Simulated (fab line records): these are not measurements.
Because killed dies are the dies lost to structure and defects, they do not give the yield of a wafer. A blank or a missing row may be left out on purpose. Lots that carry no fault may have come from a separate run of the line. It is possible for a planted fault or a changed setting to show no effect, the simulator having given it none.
fab line records / flow ritCmos
record: lots: 15 wafers: 45 lastDay: 8
route steps=202 shown REOX@101 M1@202
lots that met no fault: from a run of the same line without faults
startH: the number of hours between the record's first day and the start of the first shown wafer of the lot / waitH: hours since the lot's step before / " as in the row above / L1.1+2: a row that stands for several wafers / - no value, or no start given / * or withheld: withheld / < > ~ a bound
route shown NAME@n: a module of which the file shows steps, and the number in the route of the first / usual: average and standard deviation across the fault-free wafers / same: alike in all rows / chamber/n: place in a boat / sites: each site's reading / _std_site: how widely they spread, as a standard deviation / _edge_site: outer sites' mean less inner sites' / radiusMm: how far each site lies from the wafer's centre / mask NAME#n: copy n / behind: the last tool/chamber to shape the wafer / hold: the reason the lot was held/the length of the hold in hours/how it ended / device: which transistor (n, p or np) failed to switch / end of line: tests run on the same wafers once the route is complete / where a step has no rows: the recipe by itself / killed: the dies lost at the first sort to structure and to defects; this is not the yield of the wafer / map: a wafer's dies, x killed, . not, _ none there
set.NAME: the run value of the setting; set.NAME@STEP: its run value at that earlier step / model.NAME: the simulator's own value behind a step, which no gauge read
one table for each step of the route and one row for each wafer, over a sample of lots
services: a tool's chamber out of use, with start hour (startH, from the record's first day; less than 0 if before it), hours out, and reason
== steps ==
step: RIT_REOX_OXIDATION_03
recipe: tempC: 900 ambient: O2 targetThkA: 252 oxTimeS: 5580
usual: tubeCenterTempC: 900/0.082 tube_center_temp_C_max: 902.3/0.37 zonePowerCentrePct: 44/3.3 zonePowerLoadPct: 28.3/0.79
lot.wafer=L678.1 tool=furnace-04 chamber=0 startH=41.76 waitH=0.0 tubeCenterTempC=900.03 tube_center_temp_C_max=901.9 zonePowerCentrePct=39 zonePowerLoadPct=29.5
lot.wafer=L678.3 tool=furnace-04 chamber=0 startH=41.76 waitH=0.0 tubeCenterTempC=899.95 tube_center_temp_C_max=902.4 zonePowerCentrePct=39 zonePowerLoadPct=29.3
lot.wafer=L678.4 tool=furnace-04 chamber=0 startH=41.76 waitH=0.0 tubeCenterTempC=899.84 tube_center_temp_C_max=902.4 zonePowerCentrePct=39 zonePowerLoadPct=29.8
lot.wafer=L679.2 tool=furnace-03 chamber=0 startH=44.56 waitH=0.5 tubeCenterTempC=900.05 tube_center_temp_C_max=902.6 zonePowerCentrePct=45 zonePowerLoadPct=27.7
lot.wafer=L679.3 tool=furnace-03 chamber=0 startH=44.56 waitH=0.5 tubeCenterTempC=900.1 tube_center_temp_C_max=902.3 zonePowerCentrePct=44 zonePowerLoadPct=28.3
lot.wafer=L679.4 tool=furnace-03 chamber=0 startH=44.56 waitH=0.5 tubeCenterTempC=899.9 tube_center_temp_C_max=902.7 zonePowerCentrePct=44 zonePowerLoadPct=27.9
lot.wafer=L681.2 tool=furnace-03 chamber=0 startH=53.84 waitH=0.0 tubeCenterTempC=900.02 tube_center_temp_C_max=902.2 zonePowerCentrePct=45 zonePowerLoadPct=28.3
lot.wafer=L681.3 tool=furnace-03 chamber=0 startH=53.84 waitH=0.0 tubeCenterTempC=900.14 tube_center_temp_C_max=902.5 zonePowerCentrePct=45 zonePowerLoadPct=28.3
lot.wafer=L681.5 tool=furnace-03 chamber=0 startH=53.84 waitH=0.0 tubeCenterTempC=899.89 tube_center_temp_C_max=902.5 zonePowerCentrePct=44 zonePowerLoadPct=27.4
lot.wafer=L682.1 tool=furnace-03 chamber=0 startH=62.09 waitH=0.4 tubeCenterTempC=899.93 tube_center_temp_C_max=902.2 zonePowerCentrePct=45 zonePowerLoadPct=27.7
lot.wafer=L682.2 tool=furnace-03 chamber=0 startH=62.09 waitH=0.4 tubeCenterTempC=899.92 tube_center_temp_C_max=901.9 zonePowerCentrePct=44 zonePowerLoadPct=28.1
lot.wafer=L682.4 tool=furnace-03 chamber=0 startH=62.09 waitH=0.4 tubeCenterTempC=900.04 tube_center_temp_C_max=902.4 zonePowerCentrePct=44 zonePowerLoadPct=28.2
lot.wafer=L682.1 tool=furnace-03 chamber=0 startH=65.71 waitH=1.1 tubeCenterTempC=900.04 tube_center_temp_C_max=901.8 zonePowerCentrePct=44 zonePowerLoadPct=28.1
lot.wafer=L682.2 tool=furnace-03 chamber=0 startH=65.71 waitH=1.1 tubeCenterTempC=900.05 tube_center_temp_C_max=902.0 zonePowerCentrePct=44 zonePowerLoadPct=28.1
lot.wafer=L682.4 tool=furnace-03 chamber=0 startH=65.71 waitH=1.1 tubeCenterTempC=899.84 tube_center_temp_C_max=901.4 zonePowerCentrePct=45 zonePowerLoadPct=27.5
lot.wafer=L683.1 tool=furnace-04 chamber=0 startH=64.46 waitH=0.2 tubeCenterTempC=899.91 tube_center_temp_C_max=902.9 zonePowerCentrePct=39 zonePowerLoadPct=29.3
lot.wafer=L683.4 tool=furnace-04 chamber=0 startH=64.46 waitH=0.2 tubeCenterTempC=900.09 tube_center_temp_C_max=902.9 zonePowerCentrePct=40 zonePowerLoadPct=29.5
lot.wafer=L683.6 tool=furnace-04 chamber=0 startH=64.46 waitH=0.2 tubeCenterTempC=900.01 tube_center_temp_C_max=903.2 zonePowerCentrePct=39 zonePowerLoadPct=29.1
lot.wafer=L685.2 tool=furnace-03 chamber=0 startH=74.60 waitH=1.2 tubeCenterTempC=899.89 tube_center_temp_C_max=901.7 zonePowerCentrePct=45 zonePowerLoadPct=28.5
lot.wafer=L685.4 tool=furnace-03 chamber=0 startH=74.60 waitH=1.2 tubeCenterTempC=899.92 tube_center_temp_C_max=902.1 zonePowerCentrePct=45 zonePowerLoadPct=28.0
lot.wafer=L685.6 tool=furnace-03 chamber=0 startH=74.60 waitH=1.2 tubeCenterTempC=899.95 tube_center_temp_C_max=902.7 zonePowerCentrePct=45 zonePowerLoadPct=28.3
lot.wafer=L687.1 tool=furnace-01 chamber=0 startH=87.05 waitH=0.7 tubeCenterTempC=900.03 tube_center_temp_C_max=902.2 zonePowerCentrePct=49 zonePowerLoadPct=27.9
lot.wafer=L687.5 tool=furnace-01 chamber=0 startH=87.05 waitH=0.7 tubeCenterTempC=899.99 tube_center_temp_C_max=901.8 zonePowerCentrePct=47 zonePowerLoadPct=27.6
lot.wafer=L687.6 tool=furnace-01 chamber=0 startH=87.05 waitH=0.7 tubeCenterTempC=899.93 tube_center_temp_C_max=902.6 zonePowerCentrePct=48 zonePowerLoadPct=27.8
lot.wafer=L687.1 tool=furnace-01 chamber=0 startH=89.77 waitH=0.2 tubeCenterTempC=900.06 tube_center_temp_C_max=902.0 zonePowerCentrePct=48 zonePowerLoadPct=27.1
lot.wafer=L687.5 tool=furnace-01 chamber=0 startH=89.77 waitH=0.2 tubeCenterTempC=900.1 tube_center_temp_C_max=902.5 zonePowerCentrePct=48 zonePowerLoadPct=27.1
lot.wafer=L687.6 tool=furnace-01 chamber=0 startH=89.77 waitH=0.2 tubeCenterTempC=899.94 tube_center_temp_C_max=901.8 zonePowerCentrePct=48 zonePowerLoadPct=27.1
lot.wafer=L690.1 tool=furnace-04 chamber=0 startH=104.59 waitH=0.0 tubeCenterTempC=900.02 tube_center_temp_C_max=902.2 zonePowerCentrePct=39 zonePowerLoadPct=29.2
lot.wafer=L690.2 tool=furnace-04 chamber=0 startH=104.59 waitH=0.0 tubeCenterTempC=899.95 tube_center_temp_C_max=902.6 zonePowerCentrePct=40 zonePowerLoadPct=29.3
lot.wafer=L690.6 tool=furnace-04 chamber=0 startH=104.59 waitH=0.0 tubeCenterTempC=899.92 tube_center_temp_C_max=901.9 zonePowerCentrePct=39 zonePowerLoadPct=29.8
lot.wafer=L690.1 tool=furnace-03 chamber=0 startH=107.80 waitH=0.7 tubeCenterTempC=900.11 tube_center_temp_C_max=902.2 zonePowerCentrePct=45 zonePowerLoadPct=27.6
lot.wafer=L690.2 tool=furnace-03 chamber=0 startH=107.80 waitH=0.7 tubeCenterTempC=899.99 tube_center_temp_C_max=902.2 zonePowerCentrePct=44 zonePowerLoadPct=28.3
lot.wafer=L690.6 tool=furnace-03 chamber=0 startH=107.80 waitH=0.7 tubeCenterTempC=900.08 tube_center_temp_C_max=902.9 zonePowerCentrePct=45 zonePowerLoadPct=28.1
lot.wafer=L691.2 tool=furnace-03 chamber=0 startH=105.25 waitH=0.2 tubeCenterTempC=900.02 tube_center_temp_C_max=901.8 zonePowerCentrePct=45 zonePowerLoadPct=27.6
lot.wafer=L691.4 tool=furnace-03 chamber=0 startH=105.25 waitH=0.2 tubeCenterTempC=899.96 tube_center_temp_C_max=902.7 zonePowerCentrePct=45 zonePowerLoadPct=26.9
lot.wafer=L691.6 tool=furnace-03 chamber=0 startH=105.25 waitH=0.2 tubeCenterTempC=899.91 tube_center_temp_C_max=902.1 zonePowerCentrePct=45 zonePowerLoadPct=28.3
lot.wafer=L693.2 tool=furnace-01 chamber=0 startH=115.11 waitH=0.5 tubeCenterTempC=899.84 tube_center_temp_C_max=901.9 zonePowerCentrePct=49 zonePowerLoadPct=27.3
lot.wafer=L693.4 tool=furnace-01 chamber=0 startH=115.11 waitH=0.5 tubeCenterTempC=900.09 tube_center_temp_C_max=902.6 zonePowerCentrePct=49 zonePowerLoadPct=27.7
lot.wafer=L693.5 tool=furnace-01 chamber=0 startH=115.11 waitH=0.5 tubeCenterTempC=900.06 tube_center_temp_C_max=902.1 zonePowerCentrePct=48 zonePowerLoadPct=27.4
lot.wafer=L694.1 tool=furnace-01 chamber=0 startH=118.97 waitH=0.1 tubeCenterTempC=900.17 tube_center_temp_C_max=902.2 zonePowerCentrePct=47 zonePowerLoadPct=27.7
lot.wafer=L694.5 tool=furnace-01 chamber=0 startH=118.97 waitH=0.1 tubeCenterTempC=899.95 tube_center_temp_C_max=902.5 zonePowerCentrePct=49 zonePowerLoadPct=26.9
lot.wafer=L694.6 tool=furnace-01 chamber=0 startH=118.97 waitH=0.1 tubeCenterTempC=900.04 tube_center_temp_C_max=901.9 zonePowerCentrePct=48 zonePowerLoadPct=27.0
lot.wafer=L696.2 tool=furnace-01 chamber=0 startH=134.21 waitH=1.5 tubeCenterTempC=900.01 tube_center_temp_C_max=901.9 zonePowerCentrePct=48 zonePowerLoadPct=27.3
lot.wafer=L696.4 tool=furnace-01 chamber=0 startH=134.21 waitH=1.5 tubeCenterTempC=899.87 tube_center_temp_C_max=901.9 zonePowerCentrePct=49 zonePowerLoadPct=27.2
lot.wafer=L696.6 tool=furnace-01 chamber=0 startH=134.21 waitH=1.5 tubeCenterTempC=900.05 tube_center_temp_C_max=902.5 zonePowerCentrePct=48 zonePowerLoadPct=27.1
lot.wafer=L699.2 tool=furnace-03 chamber=0 startH=147.90 waitH=2.2 tubeCenterTempC=900.03 tube_center_temp_C_max=902.5 zonePowerCentrePct=44 zonePowerLoadPct=28.6
lot.wafer=L699.3 tool=furnace-03 chamber=0 startH=147.90 waitH=2.2 tubeCenterTempC=900.07 tube_center_temp_C_max=902.9 zonePowerCentrePct=44 zonePowerLoadPct=28.1
lot.wafer=L699.4 tool=furnace-03 chamber=0 startH=147.90 waitH=2.2 tubeCenterTempC=899.96 tube_center_temp_C_max=902.2 zonePowerCentrePct=45 zonePowerLoadPct=27.6
lot.wafer=L700.1 tool=furnace-03 chamber=0 startH=157.65 waitH=1.8 tubeCenterTempC=899.94 tube_center_temp_C_max=902.0 zonePowerCentrePct=44 zonePowerLoadPct=28.1
lot.wafer=L700.5 tool=furnace-03 chamber=0 startH=157.65 waitH=1.8 tubeCenterTempC=900.12 tube_center_temp_C_max=902.9 zonePowerCentrePct=45 zonePowerLoadPct=28.1
lot.wafer=L700.6 tool=furnace-03 chamber=0 startH=157.65 waitH=1.8 tubeCenterTempC=900.01 tube_center_temp_C_max=902.0 zonePowerCentrePct=45 zonePowerLoadPct=27.7
lot.wafer=L701.1 tool=furnace-03 chamber=0 startH=169.47 waitH=4.4 tubeCenterTempC=900.09 tube_center_temp_C_max=903.6 zonePowerCentrePct=45 zonePowerLoadPct=27.4
lot.wafer=L701.4 tool=furnace-03 chamber=0 startH=169.47 waitH=4.4 tubeCenterTempC=899.93 tube_center_temp_C_max=902.2 zonePowerCentrePct=45 zonePowerLoadPct=27.8
lot.wafer=L701.6 tool=furnace-03 chamber=0 startH=169.47 waitH=4.4 tubeCenterTempC=900.13 tube_center_temp_C_max=902.4 zonePowerCentrePct=44 zonePowerLoadPct=27.8
step: RIT_REOX_THK_MEAS_04
recipe: reads: SiO2_of_REOX_OXIDATION_03
usual: REOX_OXIDE_THK: 25.4/0.52
lot.wafer=L678.1 tool=filmMetro-03 chamber=- startH=44.31 waitH=0.0 REOX_OXIDE_THK[nm]=24.8
lot.wafer=L678.3 tool=filmMetro-03 chamber=- startH=44.31 waitH=0.0 REOX_OXIDE_THK[nm]=24.9
lot.wafer=L678.4 tool=filmMetro-03 chamber=- startH=44.31 waitH=0.0 REOX_OXIDE_THK[nm]=24.6
lot.wafer=L679.2 tool=filmMetro-03 chamber=- startH=47.12 waitH=0.0 REOX_OXIDE_THK[nm]=26.4
lot.wafer=L679.3 tool=filmMetro-03 chamber=- startH=47.12 waitH=0.0 REOX_OXIDE_THK[nm]=26.5
lot.wafer=L679.4 tool=filmMetro-03 chamber=- startH=47.12 waitH=0.0 REOX_OXIDE_THK[nm]=26.4
lot.wafer=L681.2 tool=filmMetro-04 chamber=- startH=56.40 waitH=0.0 REOX_OXIDE_THK[nm]=25.5
lot.wafer=L681.3 tool=filmMetro-04 chamber=- startH=56.40 waitH=0.0 REOX_OXIDE_THK[nm]=25.4
lot.wafer=L681.5 tool=filmMetro-04 chamber=- startH=56.40 waitH=0.0 REOX_OXIDE_THK[nm]=26.1
lot.wafer=L683.1 tool=filmMetro-04 chamber=- startH=67.01 waitH=0.0 REOX_OXIDE_THK[nm]=25.7
lot.wafer=L683.4 tool=filmMetro-04 chamber=- startH=67.01 waitH=0.0 REOX_OXIDE_THK[nm]=25.7
lot.wafer=L683.6 tool=filmMetro-04 chamber=- startH=67.01 waitH=0.0 REOX_OXIDE_THK[nm]=25.5
lot.wafer=L682.1 tool=filmMetro-01 chamber=- startH=68.26 waitH=0.0 REOX_OXIDE_THK[nm]=40.5
lot.wafer=L682.2 tool=filmMetro-01 chamber=- startH=68.26 waitH=0.0 REOX_OXIDE_THK[nm]=40.1
lot.wafer=L682.4 tool=filmMetro-01 chamber=- startH=68.26 waitH=0.0 REOX_OXIDE_THK[nm]=39.9
lot.wafer=L685.2 tool=filmMetro-01 chamber=- startH=77.16 waitH=0.0 REOX_OXIDE_THK[nm]=25.1
lot.wafer=L685.4 tool=filmMetro-01 chamber=- startH=77.16 waitH=0.0 REOX_OXIDE_THK[nm]=25.5
lot.wafer=L685.6 tool=filmMetro-01 chamber=- startH=77.16 waitH=0.0 REOX_OXIDE_THK[nm]=25.1
lot.wafer=L687.1 tool=filmMetro-03 chamber=- startH=92.32 waitH=0.0 REOX_OXIDE_THK[nm]=41.8
lot.wafer=L687.5 tool=filmMetro-03 chamber=- startH=92.32 waitH=0.0 REOX_OXIDE_THK[nm]=41.9
lot.wafer=L687.6 tool=filmMetro-03 chamber=- startH=92.32 waitH=0.0 REOX_OXIDE_THK[nm]=41.1
lot.wafer=L691.2 tool=filmMetro-04 chamber=- startH=107.81 waitH=0.0 REOX_OXIDE_THK[nm]=25.5
lot.wafer=L691.4 tool=filmMetro-04 chamber=- startH=107.81 waitH=0.0 REOX_OXIDE_THK[nm]=25.2
lot.wafer=L691.6 tool=filmMetro-04 chamber=- startH=107.81 waitH=0.0 REOX_OXIDE_THK[nm]=25.3
lot.wafer=L690.1 tool=filmMetro-03 chamber=- startH=110.35 waitH=0.0 REOX_OXIDE_THK[nm]=40.6
lot.wafer=L690.2 tool=filmMetro-03 chamber=- startH=110.35 waitH=0.0 REOX_OXIDE_THK[nm]=41.0
lot.wafer=L690.6 tool=filmMetro-03 chamber=- startH=110.35 waitH=0.0 REOX_OXIDE_THK[nm]=40.5
lot.wafer=L693.2 tool=filmMetro-01 chamber=- startH=117.67 waitH=0.0 REOX_OXIDE_THK[nm]=25.2
lot.wafer=L693.4 tool=filmMetro-01 chamber=- startH=117.67 waitH=0.0 REOX_OXIDE_THK[nm]=25.4
lot.wafer=L693.5 tool=filmMetro-01 chamber=- startH=117.67 waitH=0.0 REOX_OXIDE_THK[nm]=25.7
lot.wafer=L694.1 tool=filmMetro-01 chamber=- startH=121.52 waitH=0.0 REOX_OXIDE_THK[nm]=25.3
lot.wafer=L694.5 tool=filmMetro-01 chamber=- startH=121.52 waitH=0.0 REOX_OXIDE_THK[nm]=25.3
lot.wafer=L694.6 tool=filmMetro-01 chamber=- startH=121.52 waitH=0.0 REOX_OXIDE_THK[nm]=25.5
lot.wafer=L696.2 tool=filmMetro-01 chamber=- startH=136.77 waitH=0.0 REOX_OXIDE_THK[nm]=24.9
lot.wafer=L696.4 tool=filmMetro-01 chamber=- startH=136.77 waitH=0.0 REOX_OXIDE_THK[nm]=25.4
lot.wafer=L696.6 tool=filmMetro-01 chamber=- startH=136.77 waitH=0.0 REOX_OXIDE_THK[nm]=25.2
lot.wafer=L699.2 tool=filmMetro-04 chamber=- startH=150.46 waitH=0.0 REOX_OXIDE_THK[nm]=25.4
lot.wafer=L699.3 tool=filmMetro-04 chamber=- startH=150.46 waitH=0.0 REOX_OXIDE_THK[nm]=25.0
lot.wafer=L699.4 tool=filmMetro-04 chamber=- startH=150.46 waitH=0.0 REOX_OXIDE_THK[nm]=25.3
lot.wafer=L700.1 tool=filmMetro-01 chamber=- startH=160.20 waitH=0.0 REOX_OXIDE_THK[nm]=25.3
lot.wafer=L700.5 tool=filmMetro-01 chamber=- startH=160.20 waitH=0.0 REOX_OXIDE_THK[nm]=24.9
lot.wafer=L700.6 tool=filmMetro-01 chamber=- startH=160.20 waitH=0.0 REOX_OXIDE_THK[nm]=25.2
lot.wafer=L701.1 tool=filmMetro-03 chamber=- startH=172.02 waitH=0.0 REOX_OXIDE_THK[nm]=25.1
lot.wafer=L701.4 tool=filmMetro-03 chamber=- startH=172.02 waitH=0.0 REOX_OXIDE_THK[nm]=25.1
lot.wafer=L701.6 tool=filmMetro-03 chamber=- startH=172.02 waitH=0.0 REOX_OXIDE_THK[nm]=25.3
step: RIT_M1_PROBE_99
usual: killed_at_M0_to_M3: 0.0/0.12 killedAtContacts: 0.1/0.24 killedAtFrontEnd: 6.7/2.9 killedDies: 6.8/2.9 killedOpen: 3.5/2 killedShort: 3.2/1.9
same: grossDies: 264 killed_at_M4_up: 0 killedAtBackSide: 0 killedAtOther: 0
lot.wafer=L682.1 tool=prober-01 chamber=- startH=87.37 waitH=0.1 killed_at_M0_to_M3=0 killedAtContacts=0 killedAtFrontEnd=10 killedDies=10 killedOpen=6 killedShort=4
lot.wafer=L682.2 tool=prober-01 chamber=- startH=87.42 waitH=0.1 killed_at_M0_to_M3=0 killedAtContacts=0 killedAtFrontEnd=6 killedDies=6 killedOpen=4 killedShort=2
lot.wafer=L682.4 tool=prober-01 chamber=- startH=87.52 waitH=0.2 killed_at_M0_to_M3=0 killedAtContacts=0 killedAtFrontEnd=10 killedDies=10 killedOpen=5 killedShort=5
lot.wafer=L687.1 tool=prober-02 chamber=- startH=111.39 waitH=0.1 killed_at_M0_to_M3=0 killedAtContacts=0 killedAtFrontEnd=10 killedDies=10 killedOpen=2 killedShort=8
lot.wafer=L687.5 tool=prober-02 chamber=- startH=111.59 waitH=0.2 killed_at_M0_to_M3=0 killedAtContacts=0 killedAtFrontEnd=12 killedDies=12 killedOpen=9 killedShort=3
lot.wafer=L687.6 tool=prober-02 chamber=- startH=111.64 waitH=0.2 killed_at_M0_to_M3=0 killedAtContacts=0 killedAtFrontEnd=12 killedDies=12 killedOpen=6 killedShort=6
lot.wafer=L690.1 tool=prober-01 chamber=- startH=128.57 waitH=0.1 killed_at_M0_to_M3=0 killedAtContacts=0 killedAtFrontEnd=2 killedDies=2 killedOpen=1 killedShort=1
lot.wafer=L690.2 tool=prober-01 chamber=- startH=128.62 waitH=0.1 killed_at_M0_to_M3=0 killedAtContacts=0 killedAtFrontEnd=8 killedDies=8 killedOpen=3 killedShort=5
lot.wafer=L690.6 tool=prober-01 chamber=- startH=128.82 waitH=0.2 killed_at_M0_to_M3=0 killedAtContacts=0 killedAtFrontEnd=8 killedDies=8 killedOpen=6 killedShort=2
killed by level:class
L682.1 GATE:geometricParticle:open=3 FOX1:geometricParticle:short=2 SILICIDE:geometricParticle:open=2 GATE:geometricParticle:short=1 SPACER:geometricParticle:open=1 SILICIDE:geometricParticle:short=1
L682.2 GATE:geometricParticle:open=3 GATE:geometricParticle:short=2 SILICIDE:geometricParticle:open=1
L682.4 GATE:geometricParticle:open=5 GATE:geometricParticle:short=4 REOX:geometricParticle:short=1
L687.1 SPACER:geometricParticle:short=3 FOX1:geometricParticle:short=2 SILICIDE:geometricParticle:short=2 FOX1:geometricParticle:open=1 FOX2:geometricParticle:short=1 REOX:geometricParticle:open=1
L687.5 FOX1:geometricParticle:open=5 FOX2:geometricParticle:open=2 FOX1:geometricParticle:short=1 GATE:geometricParticle:open=1 GATE:geometricParticle:short=1 REOX:geometricParticle:short=1 SILICIDE:geometricParticle:open=1
L687.6 FOX1:geometricParticle:short=2 GATE:geometricParticle:short=2 SILICIDE:geometricParticle:short=2 FOX1:geometricParticle:open=1 FOX2:geometricParticle:open=1 GATE:geometricParticle:open=1 REOX:geometricParticle:open=1 SPACER:geometricParticle:open=1
L690.1 REOX:geometricParticle:open=1 REOX:geometricParticle:short=1
L690.2 REOX:geometricParticle:short=2 REOX:geometricParticle:open=2 FOX1:geometricParticle:open=1 FOX2:geometricParticle:short=1 GATE:geometricParticle:short=1 SILICIDE:geometricParticle:short=1
L690.6 GATE:geometricParticle:open=3 GATE:geometricParticle:short=2 FOX1:geometricParticle:open=1 FOX2:geometricParticle:open=1 SILICIDE:geometricParticle:open=1
== services ==
tool=furnace-01 chamber=- startH=74.34 hours=3.8 kind=pm
tool=furnace-04 chamber=- startH=111.62 hours=3.5 kind=pm
tool=furnace-01 chamber=- startH=163.44 hours=2.8 kind=pm
== key ==
firstSign: step: RIT_REOX_OXIDATION_03 reading: visit direction: added
effect: step: RIT_REOX_THK_MEAS_04 reading: REOX_OXIDE_THK direction: up sigmas: 30 usual: 25.4 struck: 40.8
metAt RIT_REOX_OXIDATION_03
struckLots L682,L687,L690
testerLeftOut L682,L687,L690
fault: kind: repeatedStepWhole tool: furnace-01,furnace-03,furnace-04 chamber: - onsetH: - steps: RIT_REOX_OXIDATION_03 times: 1 scope: struckLotsOnly
testerLeftOut: of these lots the tester's yield and bins aren't shown, on N5 and GAA mostly nor the transistor test; their killed dies are dies lost to structure and defects alone, not to doping, threshold or leakage, so they don't give the yield
